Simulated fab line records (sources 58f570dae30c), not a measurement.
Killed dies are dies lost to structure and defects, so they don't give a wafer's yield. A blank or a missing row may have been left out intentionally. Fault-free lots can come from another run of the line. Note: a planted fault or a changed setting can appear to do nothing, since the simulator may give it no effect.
Problem report, 8D (eight disciplines) form, completed by code :: flow berkeley-cmos170 :: the parts of the form that need people (team, actions taken, sign-off) are left out

== 1. WHAT WENT WRONG ==
Across 2 wafers from 2 lots, V1_POLISHED_THK at UCB170_V1_THK_MEAS_04 averages 1349.0 nm, while fault-free wafers read 1000.3 nm with a standard deviation of 1.2. That is +99 or more standard deviations from the usual mean.
First seen on wafer L408.4, day 11 00:36, on film-metro-04. The record has a number at this step for 18 wafers belonging to 6 lots. Rule for "out", or "out of limits": more than 4 standard deviations from the usual mean. The other wafers with a number count as sound.

== 2. WHAT IT IS; WHAT IT IS NOT ==
question: which readings at this step
is: V1_POLISHED_THK
is not: -

question: which lots
is: L408, L410
is not: L394, L404, L405, L417

question: which wafers of those lots
is: L408.4, L410.2
is not: L408.3, L408.6, L410.3, L410.6

question: read on which gauges
is: film-metro-01, film-metro-04
is not: film-metro-02

question: when
is: from day 11 00:36
is not: up to then (11 sound wafers); but 5 sound wafers of L410, L417 came after

== 3. SUSPECTS, AND WHAT RULES EACH OUT ==
Counting: any tool at a process step up to the reading remains a suspect provided it ran every lot that is out. Sound lots after the first of them don't rule it out here, since some wafers of a struck lot are sound.
- the gauge at UCB170_V1_THK_MEAS_04 has been ruled out. The wafers that are out were read on 2 gauges (film-metro-01, film-metro-04).
- plasma-asher-01 at UCB170_M1_STRIP_13 (strips in O2): kept. It ran every lot that is out, first L408 (day 10 22:25).
- cmp-01 at UCB170_V1_CMP_02 (polishes SiO2): kept. Ran every lot that is out, first one L408 (day 11 00:16); last sound lot up to then L405 (day 10 04:14).
- Within cmp-01 at UCB170_V1_CMP_02: the wafers that are out ran in chamber 2; their sound lot-mates ran in chambers 0, 1.
After counting, plasma-asher-01 at UCB170_M1_STRIP_13 and cmp-01 at UCB170_V1_CMP_02 remain.

== 4. THE CAUSE (what the simulator had put in) ==
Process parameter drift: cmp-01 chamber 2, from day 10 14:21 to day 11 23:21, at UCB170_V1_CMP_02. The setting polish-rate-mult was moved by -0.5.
This tool is one of the 2 suspects left after counting.

== 5. SEQUENCE OF EFFECTS, ordered by route ==
Each row: a reading whose mean over the struck wafers that have a number lies more than 3 standard deviations from the usual. Only readings whose record carries a usual standard deviation are examined. hours: median over the lots of the time between each lot's start at the first step of this table that gives one and its start at this step. sigmas: the change, counted in usual standard deviations.
hours: 0
step: UCB170_V1_THK_MEAS_04
reading: V1_POLISHED_THK
usual: 1000.3 nm
on struck wafers: 1349.0
change: +348.7
sigmas: +99 or more

hours: 2
step: UCB170_V1_ETCH_14
reading: oes-product-au
usual: 0.866 a.u.
on struck wafers: 0.988
change: +0.122
sigmas: +8.7

hours: 11
step: UCB170_M3_PROBE_99
reading: defect-limited-yield
usual: 98.8 %
on struck wafers: 0.0
change: -98.8
sigmas: -99 or more

hours: 11
step: UCB170_M3_PROBE_99
reading: killed_at_M0_to_M3
usual: 0.9
on struck wafers: 262.5
change: +261.6
sigmas: +99 or more

hours: 11
step: UCB170_M3_PROBE_99
reading: killed-dies
usual: 3.1
on struck wafers: 264.0
change: +260.9
sigmas: +99 or more

hours: 11
step: UCB170_M3_PROBE_99
reading: killed-on-rim
usual: 0.9
on struck wafers: 70.0
change: +69.1
sigmas: +74

hours: 11
step: UCB170_M3_PROBE_99
reading: sort_bin_5_function
usual: 0.7 %
on struck wafers: 99.8
change: +99.1
sigmas: +99 or more

hours: 11
step: UCB170_M3_PROBE_99
reading: sort-n-pass
usual: 260.9
on struck wafers: 0.0
change: -260.9
sigmas: -99 or more

hours: 11
step: UCB170_M3_PROBE_99
reading: sort-yield-pct
usual: 98.8 %
on struck wafers: 0.0
change: -98.8
sigmas: -99 or more
Process steps it contains:
- UCB170_V1_ETCH_14: etches SiO2 in CHF3/CF4/Ar, stops on Al, target depth 1250 nm, time 291 s.
- UCB170_M3_PROBE_99
Later measuring or inspecting steps at which every struck wafer that the step has a row for has a number for every such reading, and none has moved that far: UCB170_V1_CD_MEAS_12, UCB170_V1_OVL_MEAS_13.

== 6. WHAT WOULD HAVE CAUGHT IT SOONER ==
In this record the first reading out of limits at a measuring or inspecting step was taken at day 11 00:36, 10 hours after the fault began at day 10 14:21.
Tool readings at UCB170_V1_CMP_02 with a usual standard deviation given in the record: none out on any struck wafer, hence no alarm at a limit of 4 standard deviations on them.
L410, from the lots that are out (2), started UCB170_V1_CMP_02 on cmp-01 later than day 11 00:36. Putting the tool on hold at that point would have spared it.
